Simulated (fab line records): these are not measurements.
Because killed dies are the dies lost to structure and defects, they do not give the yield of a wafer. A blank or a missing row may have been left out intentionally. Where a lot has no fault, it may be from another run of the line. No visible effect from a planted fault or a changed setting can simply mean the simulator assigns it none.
Which tool did it? ; flow rit-cmos ; 42 wafers from 14 lots sampled at 3 of the route's 202 steps

WHAT THE GAUGES SHOWED, per wafer
RIT_WELLDRIVE_RS_MEAS_01: measures by four-point-probe. Usual: NWELL_RS gives 275.2 ohm/sq (standard deviation 0.64).
lot;measured;on;NWELL_RS (ohm/sq);flag
L686;day 2 05:41;film-metro-02;274.7 275.1 275.1;
L687;day 2 10:46;film-metro-02;275.1 275.0 275.8;
L688;day 2 19:41;film-metro-01;276.0 275.2 276.1;
L689;day 2 19:43;film-metro-02;274.3 274.0 274.9;
L691;day 3 06:23;film-metro-02;275.3 274.0 274.7;
L692;day 3 10:52;film-metro-02;273.2 274.2 274.3;
L699;day 4 20:34;film-metro-02;252.6 252.3 252.6;OFF
L700;day 5 02:51;film-metro-01;274.7 275.1 276.0;
L702;day 5 12:34;film-metro-04;274.7 274.0 275.6;
L704;day 5 21:47;film-metro-01;252.6 252.2 252.5;OFF
L705;day 6 02:37;film-metro-01;275.9 275.8 275.3;
L706;day 6 08:13;film-metro-01;275.7 275.8 276.1;
L707;day 6 13:13;film-metro-04;276.6 276.3 275.8;
L708;day 6 18:38;film-metro-04;275.1 275.0 275.6;

RIT_WELLDRIVE_RS_MEAS_02: measures by four-point-probe. Usual: PWELL_RS gives 430.5 ohm/sq (standard deviation 1.2).
lot;measured;on;PWELL_RS (ohm/sq);flag
L686;day 2 05:49;film-metro-02;428.7 429.2 428.9;
L687;day 2 10:53;film-metro-02;430.4 428.4 429.9;
L688;day 2 19:48;film-metro-01;429.8 433.3 432.1;
L689;day 2 19:50;film-metro-02;429.0 431.0 430.9;
L691;day 3 06:31;film-metro-02;430.8 428.6 430.5;
L692;day 3 10:59;film-metro-02;431.2 432.8 431.1;
L699;day 4 20:41;film-metro-02;406.1 406.5 406.1;OFF
L700;day 5 02:58;film-metro-01;428.7 430.7 429.0;
L702;day 5 12:41;film-metro-04;430.8 430.5 431.6;
L704;day 5 21:55;film-metro-01;406.0 405.8 406.6;OFF
L705;day 6 02:44;film-metro-01;430.5 431.5 431.6;
L706;day 6 08:20;film-metro-01;430.4 429.8 430.4;
L707;day 6 13:20;film-metro-04;431.6 430.0 432.2;
L708;day 6 18:46;film-metro-04;429.6 431.2 428.4;

TOOL THAT RAN EACH LOT (tool first, then ch and the chambers of the sampled wafers, then the start)
lot;RIT_WELLDRIVE_ANNEAL_00
L686;furnace-03 ch 0, day 2 00:34
L687;furnace-03 ch 0, day 2 05:39
L688;furnace-03 ch 0, day 2 14:35
L689;furnace-03 ch 0, day 2 14:35
L691;furnace-03 ch 0, day 3 01:15
L692;furnace-02 ch 0, day 3 05:47
L699;furnace-03 ch 0, day 4 15:29
L700;furnace-02 ch 0, day 4 21:45
L702;furnace-01 ch 0, day 5 07:28
L704;furnace-03 ch 0, day 5 16:42
L705;furnace-01 ch 0, day 5 21:30
L706;furnace-02 ch 0, day 6 03:08
L707;furnace-01 ch 0, day 6 08:08
L708;furnace-02 ch 0, day 6 13:32
- RIT_WELLDRIVE_ANNEAL_00: time 14700 s.

AS READ BY THE TOOLS THEMSELVES (means over the sampled wafers that have a number; for cases with no such wafer, the mark the record gives instead)
RIT_WELLDRIVE_ANNEAL_00. Usual: spike-tc-centre-C 1102.5 C, standard deviation 1.1; spike-tc-load-C 1124.3 C, standard deviation 2.3; spike-tc-source-C 1124.8 C, standard deviation 2.8; tube-center-temp-C 1100 C, standard deviation 0.096; tube_center_temp_C_max 1102.8, standard deviation 0.46.
lot;tool;spike-tc-centre-C (C);spike-tc-load-C (C);spike-tc-source-C (C);tube-center-temp-C (C);tube_center_temp_C_max;flag
L686;furnace-03;1103.5;1124.1;1127.2;1100;1102.9;
L687;furnace-03;1103.1;1123.8;1127.2;1100;1102.5;
L688;furnace-03;1102.5;1124.7;1128.9;1100;1102.5;
L689;furnace-03;1102.3;1124.0;1127.7;1100;1102.5;
L691;furnace-03;1103.5;1123.6;1128.2;1100;1102.6;
L692;furnace-02;1101.4;1127.0;1121.4;1100;1103.2;
L699;furnace-03;1124.4;1146.0;1150.1;1122;1124.9;OFF
L700;furnace-02;1102.3;1127.2;1121.2;1100;1102.5;
L702;furnace-01;1101.5;1123.1;1124.1;1100;1102.7;
L704;furnace-03;1125.6;1146.3;1150.6;1122;1125.4;OFF
L705;furnace-01;1100.7;1121.3;1123.5;1100;1103.0;
L706;furnace-02;1102.5;1126.7;1120.8;1100;1103.4;
L707;furnace-01;1101.8;1122.5;1123.9;1100;1103.2;
L708;furnace-02;1103.6;1128.0;1121.7;1100;1102.6;

THE ANSWER, worked out from the rows above alone
Rule: lot off if the mean of its wafers having a number is beyond 3 standard deviations from the usual mean. A lot without any number at a reading at which 4 lots or more have one is off too. All remaining lots with rows at the step are treated as sound. Order of review: gauges by route order, followed by the tools' own readings, for which a lot's mean as printed above is used. At the first step where some lot is off, the reading lying furthest off is the one used; lots without a number count as furthest.
Off: L699, L704, seen at RIT_WELLDRIVE_RS_MEAS_01 (NWELL_RS).
If a tool, at a process step before that reading, ran all the lots that are off and no sound lot after the first of them, it fits. Not tried: the gauges at RIT_WELLDRIVE_RS_MEAS_01; whatever is off there is also off at RIT_WELLDRIVE_ANNEAL_00, on other tools, and gauge error can't account for it. One fits: RIT_WELLDRIVE_ANNEAL_00 on furnace-03. Its last sound lot is L691 (day 3 01:15), its first lot that is off L699 (day 4 15:29): a fault that began between those two fits.
The tool's own readings at RIT_WELLDRIVE_ANNEAL_00 bear it out: on the lots that are off they differ by more than 5 times the standard deviation of the sound lots' means. spike-tc-centre-C reads 1125.0 C there against 1102.4 C on the sound lots; spike-tc-load-C reads 1146.2 C there against 1124.7 C on the sound lots; spike-tc-source-C reads 1150.3 C there against 1124.7 C on the sound lots; tube-center-temp-C reads 1122 C there against 1100 C on the sound lots; tube_center_temp_C_max reads 1125.2 there against 1102.8 on the sound lots.

WHAT HAD BEEN PUT IN BY THE SIMULATOR
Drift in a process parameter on furnace-03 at RIT_WELLDRIVE_ANNEAL_00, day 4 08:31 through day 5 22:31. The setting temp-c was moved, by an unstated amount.
Shown lots that were struck: L699, L704. The rule given above showed the same thing.
